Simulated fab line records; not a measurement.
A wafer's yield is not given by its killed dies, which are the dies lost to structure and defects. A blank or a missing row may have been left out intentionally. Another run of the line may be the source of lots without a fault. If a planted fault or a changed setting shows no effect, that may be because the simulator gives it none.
Which tool is to blame? | flow ritCmos | 45 wafers from 15 lots sampled at 6 of the route's 202 steps

## WHAT EACH GAUGE READ, for each wafer
RIT_NWELL_OVL_MEAS_06.
lot  | measured    | on         | NWELL_OVL (nm)
L327 | day 1 22:32 | overlay-01 | 0.4 1.1 -1.2
L328 | day 2 03:01 | overlay-01 | 1.9 0.4 0.4
L329 | day 2 07:01 | overlay-01 | 4.0 2.5 2.1
L330 | day 2 11:19 | overlay-02 | -0.6 -0.4 -1.7
L331 | day 2 19:12 | overlay-02 | 0.3 -0.3 -1.5
L332 | day 3 03:32 | overlay-02 | 0.3 0.1 2.1
L333 | day 3 10:20 | overlay-02 | 0.4 2.1 1.2
L335 | day 3 18:31 | overlay-01 | -0.4 0.0 0.0
L342 | day 5 01:22 | overlay-01 | 0.0 0.4 1.8
L343 | day 5 06:36 | overlay-01 | -1.3 -2.4 -3.1
L345 | day 5 15:40 | overlay-01 | 1.5 1.3 0.8
L346 | day 5 23:04 | overlay-01 | 0.8 1.3 0.3
L347 | day 6 03:02 | overlay-01 | -0.4 0.7 -0.1
L349 | day 6 12:06 | overlay-02 | -1.2 -0.1 1.3
L350 | day 6 17:06 | overlay-01 | -0.8 0.7 0.6

RIT_WELLDRIVE_RS_MEAS_01: uses a four-point probe to measure.
lot  | measured    | on           | NWELL_RS (ohm/sq)
L327 | day 2 05:51 | filmMetro-01 | 276.0 275.3 275.5
L328 | day 2 10:55 | filmMetro-01 | 275.7 276.1 275.2
L329 | day 2 14:27 | filmMetro-03 | 275.6 275.3 275.3
L330 | day 2 18:43 | filmMetro-02 | 275.1 275.2 274.9
L331 | day 3 08:22 | filmMetro-01 | 300.3 300.9 301.0
L332 | day 3 13:27 | filmMetro-02 | 300.4 300.9 301.6
L333 | day 3 19:52 | filmMetro-01 | 301.5 301.2 300.3
L335 | day 4 01:55 | filmMetro-03 | 277.2 276.9 276.4
L342 | day 5 09:42 | filmMetro-01 | 274.4 275.5 275.1
L343 | day 5 14:48 | filmMetro-03 | 276.9 277.2 277.1
L345 | day 5 23:06 | filmMetro-03 | 276.2 275.4 275.5
L346 | day 6 06:42 | filmMetro-03 | 277.1 276.2 276.4
L347 | day 6 10:29 | filmMetro-01 | 275.4 275.6 275.8
L349 | day 6 19:26 | filmMetro-02 | 276.0 275.4 276.3
L350 | day 7 01:03 | filmMetro-01 | 276.2 276.1 275.7

RIT_WELLDRIVE_RS_MEAS_02: uses a four-point probe to measure.
lot  | measured    | on           | PWELL_RS (ohm/sq)
L327 | day 2 05:58 | filmMetro-01 | 430.6 430.6 429.4
L328 | day 2 11:02 | filmMetro-01 | 429.3 430.0 430.6
L329 | day 2 14:34 | filmMetro-03 | 431.0 429.1 429.9
L330 | day 2 18:50 | filmMetro-02 | 431.1 429.3 431.6
L331 | day 3 08:29 | filmMetro-01 | 455.9 457.1 456.3
L332 | day 3 13:34 | filmMetro-02 | 455.9 454.2 454.5
L333 | day 3 19:59 | filmMetro-01 | 455.4 454.4 455.2
L335 | day 4 02:02 | filmMetro-03 | 431.3 431.5 430.0
L342 | day 5 09:49 | filmMetro-01 | 428.1 430.1 428.6
L343 | day 5 14:55 | filmMetro-03 | 431.8 430.9 430.1
L345 | day 5 23:13 | filmMetro-03 | 430.8 429.3 430.4
L346 | day 6 06:49 | filmMetro-03 | 430.5 431.2 432.1
L347 | day 6 10:37 | filmMetro-01 | 430.4 430.3 431.3
L349 | day 6 19:33 | filmMetro-02 | 429.1 429.9 428.5
L350 | day 7 01:10 | filmMetro-01 | 428.9 430.7 429.9

RIT_CONTACT_OVL_MEAS_09.
lot  | measured    | on         | CONTACT_OVL (nm)
L327 | day 3 11:58 | overlay-01 | -0.4 0.1 -0.8
L328 | day 3 12:55 | overlay-02 | 0.9 2.5 0.1
L329 | day 4 01:30 | overlay-02 | 1.1 0.5 1.2
L330 | day 4 03:22 | overlay-01 | 1.1 1.8 1.7
L331 | day 4 11:50 | overlay-01 | -3.3 -3.5 -3.0
L332 | day 4 17:44 | overlay-01 | -0.8 -1.2 -0.6
L333 | day 5 00:48 | overlay-01 | -0.1 0.8 -0.7
L335 | day 5 02:52 | overlay-01 | 3.1 2.8 3.0
L342 | day 6 11:20 | overlay-02 | 3.2 1.4 2.0
L343 | day 6 15:10 | overlay-01 | -0.8 -0.1 -0.7
L345 | day 6 22:56 | overlay-01 | -0.5 0.5 0.5
L346 | day 7 13:50 | overlay-01 | 0.5 1.0 0.9
L347 | day 7 14:01 | overlay-01 | 1.0 -0.6 2.0
L349 | day 8 03:18 | overlay-02 | 0.6 2.6 2.7
L350 | day 8 08:13 | overlay-01 | 0.1 -2.3 -1.7

## WHICH TOOL RAN EACH LOT (tool, then ch and the chambers of the sampled wafers, then the start)
lot  | RIT_WELLDRIVE_ANNEAL_00      | RIT_GATE_STRIP_20
L327 | furnace-03 ch 0, day 2 00:45 | plasmaAsher-01 ch 1, day 2 16:45
L328 | furnace-03 ch 0, day 2 05:50 | plasmaAsher-01 ch 0,1, day 2 20:38
L329 | furnace-01 ch 0, day 2 09:22 | plasmaAsher-01 ch 0,1, day 3 09:02
L330 | furnace-04 ch 0, day 2 13:38 | plasmaAsher-03 ch 0,1, day 3 09:11
L331 | furnace-01 ch 0, day 3 03:17 | plasmaAsher-04 ch 0,1, day 3 20:38
L332 | furnace-01 ch 0, day 3 08:22 | plasmaAsher-03 ch 0,1, day 3 23:54
L333 | furnace-01 ch 0, day 3 14:46 | plasmaAsher-03 ch 0,1, day 4 09:07
L335 | furnace-03 ch 0, day 3 20:50 | plasmaAsher-04 ch 0,1, day 4 10:46
L342 | furnace-04 ch 0, day 5 04:37 | plasmaAsher-04 ch 0,1, day 5 18:53
L343 | furnace-04 ch 0, day 5 09:42 | plasmaAsher-01 ch 0,1, day 6 00:40
L345 | furnace-04 ch 0, day 5 18:01 | plasmaAsher-04 ch 0,1, day 6 08:07
L346 | furnace-03 ch 0, day 6 01:37 | plasmaAsher-03 ch 0,1, day 6 16:50
L347 | furnace-04 ch 0, day 6 05:24 | plasmaAsher-01 ch 0,1, day 6 19:49
L349 | furnace-04 ch 0, day 6 14:19 | plasmaAsher-04 ch 0,1, day 7 11:17
L350 | furnace-01 ch 0, day 6 19:56 | plasmaAsher-04 ch 0,1, day 7 13:47
- RIT_WELLDRIVE_ANNEAL_00: time 14700 s.
- RIT_GATE_STRIP_20: strips in O2, time 180 s.

## AS READ BY THE TOOLS THEMSELVES (means over the sampled wafers that have a number; for cases with no such wafer, the mark the record gives instead)
RIT_WELLDRIVE_ANNEAL_00.
lot  | tool       | runLengthS (s) | spikeTcLoadC (C) | tube_center_temp_C_max
L327 | furnace-03 | 18245          | 1131.5           | 1102.5
L328 | furnace-03 | 18247          | 1129.8           | 1102.7
L329 | furnace-01 | 18273          | 1129.6           | 1102.6
L330 | furnace-04 | 18291          | 1126.8           | 1102.5
L331 | furnace-01 | 12401          | 1131.2           | 1102.4
L332 | furnace-01 | 12400          | 1130.2           | 1102.5
L333 | furnace-01 | 12399          | 1130.4           | 1102.1
L335 | furnace-03 | 18250          | 1131.3           | 1102.4
L342 | furnace-04 | 18277          | 1126.9           | 1102.7
L343 | furnace-04 | 18279          | 1126.6           | 1102.7
L345 | furnace-04 | 18286          | 1127.1           | 1102.7
L346 | furnace-03 | 18259          | 1131.2           | 1102.5
L347 | furnace-04 | 18280          | 1127.1           | 1102.9
L349 | furnace-04 | 18277          | 1127.1           | 1102.3
L350 | furnace-01 | 18270          | 1130.0           | 1102.7

RIT_GATE_STRIP_20.
lot  | tool           | drypumpMotorCurrentA (A)
L327 | plasmaAsher-01 | 6.4
L328 | plasmaAsher-01 | 6.1
L329 | plasmaAsher-01 | 6.1
L330 | plasmaAsher-03 | 5.5
L331 | plasmaAsher-04 | 5.9
L332 | plasmaAsher-03 | 5.5
L333 | plasmaAsher-03 | 5.5
L335 | plasmaAsher-04 | 5.9
L342 | plasmaAsher-04 | 5.9
L343 | plasmaAsher-01 | 6.1
L345 | plasmaAsher-04 | 5.9
L346 | plasmaAsher-03 | 5.5
L347 | plasmaAsher-01 | 5.8
L349 | plasmaAsher-04 | 5.9
L350 | plasmaAsher-04 | 5.9

## THE ANSWER, worked out from the rows above alone
Rule: the lots themselves supply what counts as usual. Put in order of their means at a reading, lots are off if they are a third of the lots or fewer, leave a main group of 4 or more, and stand apart from it by a gap of 3 or more times the standard deviation of the main group's means; of several such gaps the widest counts. The tables above print the reading to a certain number of digits; a main group whose means all agree to those digits is not used. A lot without any number at a reading at which 4 lots or more have one is off too. Where the step has rows for the other lots, those lots are counted as sound. First the gauges in route order, then the tools' own readings, where a lot's mean is used as printed above. At the first step where some lot is off, the reading lying furthest off is the one used; lots without a number count as furthest.
Off: L331, L332, L333, seen at RIT_WELLDRIVE_RS_MEAS_01 (NWELL_RS). For the main group the mean is 275.9 ohm/sq and the standard deviation 0.63.
A tool fits if, at a process step before that reading, it ran every lot that is off, and no sound lot after the first of them. Not tried: the gauges at RIT_WELLDRIVE_RS_MEAS_01; whatever is off there is also off at RIT_WELLDRIVE_ANNEAL_00, on other tools, and gauge error can't account for it. Of those tried, none fits.

## WHAT WAS PUT IN BY THE SIMULATOR
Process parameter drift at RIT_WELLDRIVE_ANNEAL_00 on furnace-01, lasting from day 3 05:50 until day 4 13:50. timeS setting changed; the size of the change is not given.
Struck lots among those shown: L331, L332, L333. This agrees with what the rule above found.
